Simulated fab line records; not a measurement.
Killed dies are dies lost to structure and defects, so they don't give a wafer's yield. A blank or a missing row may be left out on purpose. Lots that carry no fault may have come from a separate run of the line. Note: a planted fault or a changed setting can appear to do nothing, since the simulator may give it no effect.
Problem report, 8D (eight disciplines) form, completed by code ; flow berkeley_cmos170 ; the parts of the form that need people (team, actions taken, sign-off) are left out

1. THE PROBLEM
At UCB170_PWELL_PEB_11, heater_power_total_W averages 59.09 W over 6 wafers from 2 lots, while fault-free wafers read 56.80 W, standard deviation 0.044. That puts it +52 standard deviations away from the usual mean.
First observed at day 6 15:46: wafer L377.4, on litho_track-01. The record has a number at this step for 18 wafers belonging to 6 lots. The rule behind "out" and "out of limits": a value lying over 4 standard deviations away from the usual mean. All remaining wafers that have a number are taken as sound.

2. WHAT IT IS; WHAT IT IS NOT
question;is;is not
which readings at this step;heater_power_total_W, plate_temp_C;-
which lots;L377, L380;L363, L370, L382, L383
which wafers of those lots;all that have a number;-
read on which tools;litho_track-01;litho_track-02, litho_track-03
when;from day 6 15:46;"up to then (6 sound wafers); but 6 sound wafers of L382, L383 came after"

3. SUSPECTS, AND WHAT RULES EACH OUT
Counting: a tool stays on the suspect list if, at a process step up to the reading, it processed all lots that are out and no sound lot following the first of them.
- litho_track-01 at UCB170_PWELL_PEB_11: kept. All lots that are out passed through it, beginning with L377 at day 6 15:46, and no sound lot followed; its final sound lot before that point was L363 at day 3 13:52. Out on those wafers are its own readings of heater_power_total_W, plate_temp_C.
After counting, what remains is litho_track-01 at UCB170_PWELL_PEB_11.

4. THE CAUSE (what the simulator had put in)
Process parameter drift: litho_track-01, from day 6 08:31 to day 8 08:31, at UCB170_PWELL_PEB_11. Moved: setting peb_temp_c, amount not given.
This tool alone remained once counting was done.

5. THE EFFECT CHAIN, in route order
Each row: a reading whose mean over the struck wafers that have a number lies more than 3 standard deviations from the usual. Only readings for which the record gives a usual standard deviation are gone through. hours: the time from each lot's start at the first step in this table that gives one to its start at this step, as a median over the lots. sigmas: the change in usual standard deviations.
hours;step;reading;usual;on struck wafers;change;sigmas
0;UCB170_PWELL_PEB_11;heater_power_total_W;56.80 W;59.09;+2.29;+52
0;UCB170_PWELL_PEB_11;plate_temp_C;130.02 C;134.10;+4.08;+34
It contains these process steps:
- UCB170_PWELL_PEB_11
At these later measuring or inspecting steps, every struck wafer for which the step has a row has a number for every such reading, and none has moved that far: UCB170_PWELL_OVL_MEAS_13.

6. WHAT WOULD HAVE CAUGHT IT SOONER
In this record no reading fell out of limits until day 6 15:46, 7 hours after the fault had begun at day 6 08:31.
